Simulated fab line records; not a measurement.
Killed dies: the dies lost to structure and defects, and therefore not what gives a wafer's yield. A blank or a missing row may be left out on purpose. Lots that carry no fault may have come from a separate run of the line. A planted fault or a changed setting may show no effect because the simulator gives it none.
Which of the tools did it? :: flow ritCmos :: Sampling: 14 lots, 42 wafers, 2 of 202 route steps

WHAT EACH GAUGE READ, for each wafer
RIT_CONTACT_THK_MEAS_01.
lot: L423
measured: day 3 02:30
on: filmMetro-03
CONTACT_TEOS_THK (nm): 406 399 406

lot: L424
measured: day 3 08:18
on: filmMetro-04
CONTACT_TEOS_THK (nm): 406 408 410

lot: L425
measured: day 3 12:06
on: filmMetro-03
CONTACT_TEOS_THK (nm): 414 416 410

lot: L427
measured: day 3 21:44
on: filmMetro-04
CONTACT_TEOS_THK (nm): 403 407 406

lot: L428
measured: day 4 04:00
on: filmMetro-01
CONTACT_TEOS_THK (nm): 404 411 414

lot: L429
measured: day 4 09:38
on: filmMetro-04
CONTACT_TEOS_THK (nm): 398 397 399

lot: L430
measured: day 4 13:06
on: filmMetro-01
CONTACT_TEOS_THK (nm): 402 402 407

lot: L434
measured: day 5 09:16
on: filmMetro-03
CONTACT_TEOS_THK (nm): 400 405 518 400 404 518

lot: L435
measured: day 5 14:17
on: filmMetro-01
CONTACT_TEOS_THK (nm): 397 406 405

lot: L437
measured: day 6 00:26
on: filmMetro-03
CONTACT_TEOS_THK (nm): 406 523 409 405 523 409

lot: L439
measured: day 6 11:03
on: filmMetro-04
CONTACT_TEOS_THK (nm): 404 420 412

lot: L441
measured: day 6 21:01
on: filmMetro-03
CONTACT_TEOS_THK (nm): 405 403 402

lot: L444
measured: day 7 12:04
on: filmMetro-03
CONTACT_TEOS_THK (nm): 404 401 411

lot: L445
measured: day 7 18:28
on: filmMetro-04
CONTACT_TEOS_THK (nm): 396 406 404

TOOL THAT RAN EACH LOT (tool first, then ch and the chambers of the sampled wafers, then the start)
lot: L423
RIT_CONTACT_CVD_00: pecvd-02 ch 0,2, day 3 02:26

lot: L424
RIT_CONTACT_CVD_00: pecvd-04 ch 0,1, day 3 08:14

lot: L425
RIT_CONTACT_CVD_00: pecvd-03 ch 0,1,2, day 3 12:03

lot: L427
RIT_CONTACT_CVD_00: pecvd-04 ch 0,1,2, day 3 21:41

lot: L428
RIT_CONTACT_CVD_00: pecvd-03 ch 0,1, day 4 03:57

lot: L429
RIT_CONTACT_CVD_00: pecvd-02 ch 0,1,2, day 4 09:35

lot: L430
RIT_CONTACT_CVD_00: pecvd-04 ch 0,1, day 4 13:03

lot: L434
RIT_CONTACT_CVD_00: pecvd-03 ch 0,1,2, day 5 09:13

lot: L435
RIT_CONTACT_CVD_00: pecvd-04 ch 0,1, day 5 14:13

lot: L437
RIT_CONTACT_CVD_00: pecvd-03 ch 0,1,2, day 6 00:23

lot: L439
RIT_CONTACT_CVD_00: pecvd-02 ch 1,2, day 6 11:00

lot: L441
RIT_CONTACT_CVD_00: pecvd-04 ch 0,1,2, day 6 20:58

lot: L444
RIT_CONTACT_CVD_00: pecvd-04 ch 0,2, day 7 12:01

lot: L445
RIT_CONTACT_CVD_00: pecvd-02 ch 1,2, day 7 18:25
- RIT_CONTACT_CVD_00: deposits SiO2 from TEOS, target thk 400 nm, time 61.82 s.

AS READ BY THE TOOLS THEMSELVES (means over the sampled wafers that have a number; for cases with no such wafer, the mark the record gives instead)
RIT_CONTACT_CVD_00.
lot: L423
tool: pecvd-02
heaterPowerW (W): 304

lot: L424
tool: pecvd-04
heaterPowerW (W): 290

lot: L425
tool: pecvd-03
heaterPowerW (W): 331

lot: L427
tool: pecvd-04
heaterPowerW (W): 315

lot: L428
tool: pecvd-03
heaterPowerW (W): 329

lot: L429
tool: pecvd-02
heaterPowerW (W): 334

lot: L430
tool: pecvd-04
heaterPowerW (W): 282

lot: L434
tool: pecvd-03
heaterPowerW (W): 327

lot: L435
tool: pecvd-04
heaterPowerW (W): 275

lot: L437
tool: pecvd-03
heaterPowerW (W): 294

lot: L439
tool: pecvd-02
heaterPowerW (W): 370

lot: L441
tool: pecvd-04
heaterPowerW (W): 319

lot: L444
tool: pecvd-04
heaterPowerW (W): 329

lot: L445
tool: pecvd-02
heaterPowerW (W): 340

THE ANSWER, worked out from the rows above alone
Rule: the usual values come from the lots themselves. The widest of any qualifying gaps counts: lots, ordered by their means at a reading, are off when they make up no more than a third of the lots, leave a main group of 4 or more, and stand apart from it by 3 or more times the standard deviation of that group's means. If all means in a main group match to the digits the tables above print for the reading, that group is not used. Also off: a lot with no number at a reading for which 4 or more lots have one. Any other lot the step has rows for is counted as sound. First the gauges in route order, then the tools' own readings, where a lot's mean is used as printed above. The first step at which some lot is off is used, and at that step the reading that is off furthest; a lot without a number counts as furthest.
Off: L434, L437, seen at RIT_CONTACT_THK_MEAS_01 (CONTACT_TEOS_THK). The main group has a mean of 406 nm with a standard deviation of 4.2.
If a tool, at a process step before that reading, ran all the lots that are off and no sound lot after the first of them, it fits. Those tools and the gauges at RIT_CONTACT_THK_MEAS_01 are tried in the same way. One fits: RIT_CONTACT_CVD_00 on pecvd-03. Its last sound lot is L428 (day 4 03:57), its first lot that is off L434 (day 5 09:13): a fault that began between those two fits.

WHAT THE SIMULATOR HAD PUT IN
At RIT_CONTACT_CVD_00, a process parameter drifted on pecvd-03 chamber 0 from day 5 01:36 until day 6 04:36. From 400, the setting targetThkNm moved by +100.
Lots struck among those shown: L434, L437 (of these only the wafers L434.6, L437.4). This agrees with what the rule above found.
